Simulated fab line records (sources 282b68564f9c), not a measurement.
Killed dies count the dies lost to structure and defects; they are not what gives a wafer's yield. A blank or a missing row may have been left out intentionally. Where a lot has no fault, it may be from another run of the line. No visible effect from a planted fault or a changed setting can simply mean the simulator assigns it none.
fab line records | flow rit-cmos
[record] lots = 14 wafers = 42 last-day = 7
route steps=202 shown ACTIVE@2 M1@202
lots that met no fault: from a run of the same line without faults
start-h: start of the lot's first displayed wafer, in hours after the record's first day | wait-h: hours since the lot's step before | " unchanged from the row above | L1.1+2: a row that stands for several wafers | - no value, or no start was given | * or withheld: withheld | < > ~ a bound
route shown NAME@n: names a module that has steps shown in the file, with the first one's number in the route | usual: mean/standard deviation taken from wafers without a fault | same: alike in all rows | chamber/n: place in a boat | sites: readings site by site | _std_site: standard deviation across them | _edge_site: the outer-site mean with the inner-site mean subtracted | radius-mm: for every site, how far away it sits from the centre of the wafer | mask NAME#n: copy n | behind: tool/chamber where the wafer was last shaped | hold: the reason the lot was held/the length of the hold in hours/how it ended | device: names the non-switching transistor (n, p or np) | end of line: at the end of the route, the tests of the same wafers | where a step has no rows: the recipe by itself | killed: at the first sort, the dies lost to defects and structure; wafer yield is something else | map: per-die view of a wafer (x killed, . not killed, _ where there is no die)
set.NAME: the setting that was run; set.NAME@STEP: the one run at that earlier step | model.NAME: the simulator's own value behind a step, which no gauge read
route steps across a sampled set of lots; one table per step, one row per wafer
services: from which hour (start-h, from the record's first day; less than 0 if before it) a tool's chamber was out of use, for how many hours, and why
[[steps]]
[step RIT_ACTIVE_OXIDATION_01]
[recipe] temp-c = 1000 ambient = O2 target-thk-a = 468 ox-time-s = 3360
[usual] spike-tc-centre-C = 1002.8/1.9 spike-tc-load-C = 1027/3.8 spike-tc-source-C = 1027.1/1.9 tube-center-temp-C = 1000/0.093 tube_center_temp_C_max = 1002.6/0.43
[same] ox-time-s = 3360
// columns lot.wafer tool chamber start-h wait-h spike-tc-centre-C spike-tc-load-C spike-tc-source-C tube-center-temp-C tube_center_temp_C_max
L985.1 furnace-02 0 15.12 0.1 1001.8 1031 1030.2 1000 1002.4
L985.2 " 0 " " 1002.6 1031 1027.8 999.98 1003.1
L985.4 " 0 " " 1002.3 1030 1027.5 999.97 1002.5
L986.2 furnace-03 0 20.12 0.1 1003.7 1022 1028.2 1000 1002.9
L986.4 " 0 " " 1003.4 1020 1028.4 999.88 1002.6
L986.5 " 0 " " 1003.9 1023 1028.8 1000 1002.7
L988.1 furnace-02 0 30.12 0.1 976.6 1005 1001.8 974.94 977.6
L988.2 " 0 " " 977.2 1003 1003.4 975.15 978.8
L988.3 " 0 " " 976.7 1005 1004.3 975 977.4
L991.1 furnace-02 0 45.12 0.1 976.2 1005 1002.7 975.11 977.3
L991.2 " 0 " " 976.7 1005 1002.5 974.92 977.5
L991.5 " 0 " " 977.5 1005 1003.4 974.92 977.8
L996.2 furnace-01 0 70.12 0.1 1002.6 1030 1024.8 999.99 1003.1
L996.4 " 0 " " 1001.5 1030 1024.4 999.87 1002.2
L996.5 " 0 " " 1001.8 1030 1024.7 1000 1002.2
L997.1 furnace-01 0 75.12 0.1 1002.0 1031 1023.2 1000 1002.4
L997.4 " 0 " " 1002.1 1029 1024.1 999.94 1002.6
L997.5 " 0 " " 999.9 1029 1024.1 1000.1 1001.8
L998.2 furnace-03 0 80.24 0.2 1004.6 1022 1027.9 1000.1 1002.9
L998.3 " 0 " " 1003.7 1022 1026.8 999.94 1002.7
L998.5 " 0 " " 1004.1 1024 1028.4 1000.1 1001.8
L100.1 furnace-01 0 91.00 1.0 997.8 1030 1023.3 1000 1002.3
L100.3 " 0 " " 999.9 1029 1023.8 999.92 1002.1
L100.5 " 0 " " 1000.4 1030 1025.3 999.94 1002.8
L101.2 furnace-03 0 95.12 0.1 1004.4 1023 1027.7 1000.1 1003.3
L101.4 " 0 " " 1004.8 1021 1026.8 1000.1 1002.2
L101.6 " 0 " " 1002.8 1023 1028.5 1000 1002.4
L102.2 furnace-03 0 102.94 2.9 1005.4 1022 1029.3 1000.1 1002.0
L102.3 " 0 " " 1004.6 1022 1025.8 1000 1003.0
L102.4 " 0 " " 1004.4 1023 1027.5 1000 1002.8
L103.4 furnace-03 0 106.19 1.1 1005.9 1023 1029.3 999.91 1002.8
L103.5 " 0 " " 1003.6 1021 1029.1 999.94 1001.7
L103.6 " 0 " " 1004.7 1024 1029.0 999.9 1002.5
L104.2 furnace-01 0 110.12 0.1 1002.2 1029 1026.7 1000 1002.4
L104.4 " 0 " " 1002.6 1030 1024.6 1000.1 1002.5
L104.5 " 0 " " 999.2 1030 1024.4 999.95 1003.2
L106.4 furnace-02 0 121.25 1.2 1001.6 1031 1028.0 1000.2 1002.5
L106.5 " 0 " " 1002.0 1029 1029.5 999.92 1002.2
L106.6 " 0 " " 1001.7 1029 1028.5 999.97 1002.5
L107.2 furnace-03 0 125.45 0.4 1004.2 1022 1027.1 999.86 1003.1
L107.5 " 0 " " 1004.7 1022 1028.7 1000 1002.6
L107.6 " 0 " " 1005.0 1024 1027.6 1000.1 1002.6
[step RIT_ACTIVE_THK_MEAS_02]
[recipe] reads = SiO2_of_ACTIVE_OXIDATION_01
[usual] ACTIVE_OXIDE_THK = 46.3/0.83
// columns lot.wafer tool chamber start-h wait-h hold ACTIVE_OXIDE_THK[nm]
L985.1 film-metro-03 - 17.05 0.0 - 46.8
L985.2 " - " " - 45.9
L985.4 " - " " - 46.0
L986.2 film-metro-03 - 22.06 0.0 - 46.2
L986.4 " - " " - 45.5
L986.5 " - " " - 46.0
L988.1 film-metro-03 - 32.05 0.0 await-dispo/0.2h/release 36.1
L988.2 " - " " await-dispo/0.2h/release 35.8
L988.3 " - " " await-dispo/0.2h/release 36.3
L988.1 film-metro-03 - 32.30 0.2 - 36.1
L988.2 " - " " - 35.7
L988.3 " - " " - 36.2
L991.1 film-metro-01 - 47.05 0.0 await-dispo/0.2h/release 36.9
L991.2 " - " " await-dispo/0.2h/release 36.4
L991.5 " - " " await-dispo/0.2h/release 36.7
L991.1 film-metro-01 - 47.28 0.2 - 36.9
L991.2 " - " " - 36.4
L991.5 " - " " - 36.6
L996.2 film-metro-03 - 72.06 0.0 - 45.0
L996.4 " - " " - 46.6
L996.5 " - " " - 46.7
L997.1 film-metro-03 - 77.05 0.0 - 46.8
L997.4 " - " " - 45.9
L997.5 " - " " - 46.8
L998.2 film-metro-03 - 82.18 0.0 - 45.4
L998.3 " - " " - 45.4
L998.5 " - " " - 45.3
L100.1 film-metro-04 - 92.94 0.0 - 45.8
L100.3 " - " " - 47.1
L100.5 " - " " - 46.9
L101.2 film-metro-01 - 97.06 0.0 - 47.6
L101.4 " - " " - 46.9
L101.6 " - " " - 47.4
L102.2 film-metro-04 - 104.89 0.0 - 47.4
L102.3 " - " " - 47.0
L102.4 " - " " - 48.7
L103.4 film-metro-04 - 108.15 0.0 - 46.6
L103.5 " - " " - 47.0
L103.6 " - " " - 47.1
L104.2 film-metro-03 - 112.06 0.0 - 45.0
L104.4 " - " " - 45.4
L104.5 " - " " - 45.1
L106.4 film-metro-04 - 123.21 0.0 - 46.2
L106.5 " - " " - 45.5
L106.6 " - " " - 45.4
L107.2 film-metro-03 - 127.39 0.0 - 46.3
L107.5 " - " " - 46.0
L107.6 " - " " - 45.2
[step RIT_M1_PROBE_99]
[usual] killed_at_M0_to_M3 = 0.0/0.12 killed-at-contacts = 0.1/0.23 killed-at-front-end = 7/3 killed-dies = 7/3.1 killed-open = 3.3/2.1 killed-short = 3.3/2
[same] gross-dies = 264 killed_at_M4_up = 0 killed-at-back-side = 0 killed-at-other = 0
// columns lot.wafer tool chamber start-h wait-h killed_at_M0_to_M3 killed-at-contacts killed-at-front-end killed-dies killed-open killed-short
L988.1 prober-02 - 89.37 0.1 0 0 3 3 3 0
L988.2 prober-02 - 89.42 0.1 0 0 2 2 1 1
L988.3 prober-02 - 89.47 0.2 1 0 3 4 2 2
L991.1 prober-01 - 103.83 0.1 0 0 9 9 7 2
L991.2 prober-01 - 103.88 0.1 0 0 5 5 3 2
L991.5 prober-01 - 104.03 0.2 0 0 3 3 0 3
L996.2 prober-02 - 122.54 0.1 0 0 8 8 4 4
L996.4 prober-02 - 122.64 0.2 0 0 6 6 3 3
L996.5 prober-02 - 122.69 0.2 0 0 6 6 5 1
L997.1 prober-01 - 133.97 0.1 0 0 2 2 1 1
L997.4 prober-01 - 134.12 0.2 0 0 8 8 3 5
L997.5 prober-01 - 134.17 0.2 0 0 5 5 1 4
L100.1 prober-02 - 143.67 0.1 0 0 6 6 1 5
L100.3 prober-02 - 143.77 0.2 0 0 8 8 5 3
L100.5 prober-02 - 143.87 0.2 0 0 11 11 7 4
L101.2 prober-01 - 148.69 0.1 0 0 4 4 2 2
L101.4 prober-01 - 148.79 0.2 0 0 7 7 4 3
L101.6 prober-01 - 148.89 0.2 0 0 6 6 3 3
L103.4 prober-01 - 157.34 0.2 0 0 6 6 2 4
L103.5 prober-01 - 157.39 0.2 0 0 6 6 4 2
L103.6 prober-01 - 157.44 0.2 0 0 10 10 2 8
L107.2 prober-01 - 172.99 0.1 0 0 1 1 1 0
L107.5 prober-01 - 173.14 0.2 0 0 7 7 6 1
L107.6 prober-01 - 173.19 0.2 0 0 5 5 3 2
// killed by level:class
L988.1 FOX1:geometric-particle:open=2 GATE:geometric-particle:open=1
L988.2 FOX1:geometric-particle:short=1 GATE:geometric-particle:open=1
L988.3 GATE:geometric-particle:open=1 GATE:geometric-particle:short=1 REOX:geometric-particle:open=1 M1:geometric-particle:short=1
L991.1 FOX1:geometric-particle:open=3 GATE:geometric-particle:open=2 SPACER:geometric-particle:open=2 SPACER:geometric-particle:short=1 SILICIDE:geometric-particle:short=1
L991.2 SILICIDE:geometric-particle:open=2 GATE:geometric-particle:open=1 GATE:geometric-particle:short=1 SILICIDE:geometric-particle:short=1
L991.5 FOX1:geometric-particle:short=2 GATE:geometric-particle:short=1
L996.2 GATE:geometric-particle:short=3 REOX:geometric-particle:open=2 FOX1:geometric-particle:open=1 REOX:geometric-particle:short=1 SPACER:geometric-particle:open=1
L996.4 FOX1:geometric-particle:open=2 FOX1:geometric-particle:short=1 GATE:geometric-particle:open=1 GATE:geometric-particle:short=1 SPACER:geometric-particle:short=1
L996.5 GATE:geometric-particle:open=2 FOX1:geometric-particle:open=1 REOX:geometric-particle:open=1 SPACER:geometric-particle:open=1 SILICIDE:geometric-particle:short=1
L997.1 FOX2:geometric-particle:short=1 GATE:geometric-particle:open=1
L997.4 GATE:geometric-particle:short=3 GATE:geometric-particle:open=2 REOX:geometric-particle:short=2 REOX:geometric-particle:open=1
L997.5 GATE:geometric-particle:short=2 FOX2:geometric-particle:short=1 FOX2:geometric-particle:open=1 SPACER:geometric-particle:short=1
L100.1 REOX:geometric-particle:short=2 SILICIDE:geometric-particle:short=2 FOX1:geometric-particle:short=1 REOX:geometric-particle:open=1
L100.3 GATE:geometric-particle:short=3 GATE:geometric-particle:open=2 FOX2:geometric-particle:open=1 REOX:geometric-particle:open=1 SILICIDE:geometric-particle:open=1
L100.5 REOX:geometric-particle:open=3 GATE:geometric-particle:open=2 REOX:geometric-particle:short=2 SILICIDE:geometric-particle:open=2 FOX2:geometric-particle:short=1 GATE:geometric-particle:short=1
L101.2 FOX2:geometric-particle:short=1 GATE:geometric-particle:short=1 GATE:geometric-particle:open=1 SPACER:geometric-particle:open=1
L101.4 GATE:geometric-particle:short=3 SPACER:geometric-particle:open=2 FOX1:geometric-particle:open=1 GATE:geometric-particle:open=1
L101.6 FOX1:geometric-particle:open=3 FOX1:geometric-particle:short=1 SPACER:geometric-particle:short=1 SILICIDE:geometric-particle:short=1
L103.4 SILICIDE:geometric-particle:short=3 GATE:geometric-particle:short=1 SILICIDE:geometric-particle:open=1 REOX:geometric-particle:open=1
L103.5 GATE:geometric-particle:open=2 SPACER:geometric-particle:open=2 FOX1:geometric-particle:short=1 GATE:geometric-particle:short=1
L103.6 FOX1:geometric-particle:short=4 SPACER:geometric-particle:short=2 GATE:geometric-particle:short=1 SPACER:geometric-particle:open=1 SILICIDE:geometric-particle:open=1 SILICIDE:geometric-particle:short=1
L107.2 FOX1:geometric-particle:open=1
L107.5 FOX2:geometric-particle:open=2 FOX2:geometric-particle:short=1 GATE:geometric-particle:open=1 REOX:geometric-particle:open=1 SPACER:geometric-particle:open=1 SILICIDE:geometric-particle:open=1
L107.6 FOX1:geometric-particle:open=1 FOX1:geometric-particle:short=1 FOX2:geometric-particle:short=1 GATE:geometric-particle:open=1 SILICIDE:geometric-particle:open=1
[[services]]
// columns tool chamber start-h hours kind
furnace-02 - -6.87 2.7 pm
furnace-01 - 1.21 3.7 pm
furnace-03 - 28.49 3.5 pm
furnace-02 - 66.27 3.9 pm
[[key]]
[first-sign] step = RIT_ACTIVE_OXIDATION_01 reading = tube-center-temp-C direction = down sigmas = 99+ usual = * struck = *
[effect] step = RIT_ACTIVE_OXIDATION_01 reading = tube_center_temp_C_max direction = down sigmas = 58 usual = * struck = *
[effect] step = RIT_ACTIVE_THK_MEAS_02 reading = visit direction = added
[effect] step = RIT_ACTIVE_THK_MEAS_02 reading = ACTIVE_OXIDE_THK direction = down sigmas = 12 usual = 46.3 struck = 36.4
met-at RIT_ACTIVE_OXIDATION_01
struck-lots L988,L991
tester-left-out L988,L991
onset-between 15.12 30.12
[fault] kind = process-parameter-drift tool = furnace-02 chamber = - onset-h = 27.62 steps = RIT_ACTIVE_OXIDATION_01 channel = temp-c offset = * shape = step end-h = 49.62 acts-in = * stated = *
// tester-left-out: of these lots the tester's yield and bins aren't shown, on N5 and GAA mostly nor the transistor test; their killed dies are dies lost to structure and defects alone, not to doping, threshold or leakage, so they don't give the yield
